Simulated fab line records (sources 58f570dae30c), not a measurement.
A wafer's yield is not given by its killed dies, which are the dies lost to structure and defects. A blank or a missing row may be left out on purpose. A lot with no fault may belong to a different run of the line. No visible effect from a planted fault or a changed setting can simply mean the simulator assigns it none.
Chamber matching    flow berkeleyCmos170    4 sister chambers for UCB170_V2_CMP_02 on cmp-01
The step polishes SiO2. 4 wafers are shown with their chamber, then 9 later ones without.

WAFERS WITH THEIR CHAMBER
wafer   chamber  motorCurrentA (A)
L896.6  3        13.4
L898.1  2        17.6
L898.4  1        14.8
L898.6  0        20.1

WAFERS WITHOUT THEIR CHAMBER
wafer   motorCurrentA (A)
L901.1  19.6
L901.4  13.0
L901.6  19.6
L903.1  18.7
L903.2  17.5
L903.4  14.2
L912.2  19.1
L912.3  17.6
L912.5  13.4

THE CHAMBER EACH PASSED THROUGH
wafer   from the rows above      in truth
L901.1  0                        0
L901.4  3                        3
L901.6  0                        0
L903.1  can't be placed: 2 or 0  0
L903.2  2                        2
L903.4  can't be placed: 1 or 3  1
L912.2  can't be placed: 0 or 2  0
L912.3  2                        2
L912.5  3                        3
Correct placement for 6 of the 9. Not placeable from these rows: 3 (in 3, the candidates include the true chamber). Wrongly placed: 0.
How it was worked out, from the rows above alone: a wafer's distance from a chamber is the root of the sum, over the readings, of the square of ((its reading less the chamber's mean) divided by the reading's scatter). The wafer belongs to the nearest chamber; if the next one is less than 2 further off, it can't be placed. A chamber's mean is the mean of its shown wafers. The scatter: with one shown wafer a chamber, the root of the mean of the squares of how far each hidden wafer lies from its nearest shown one.
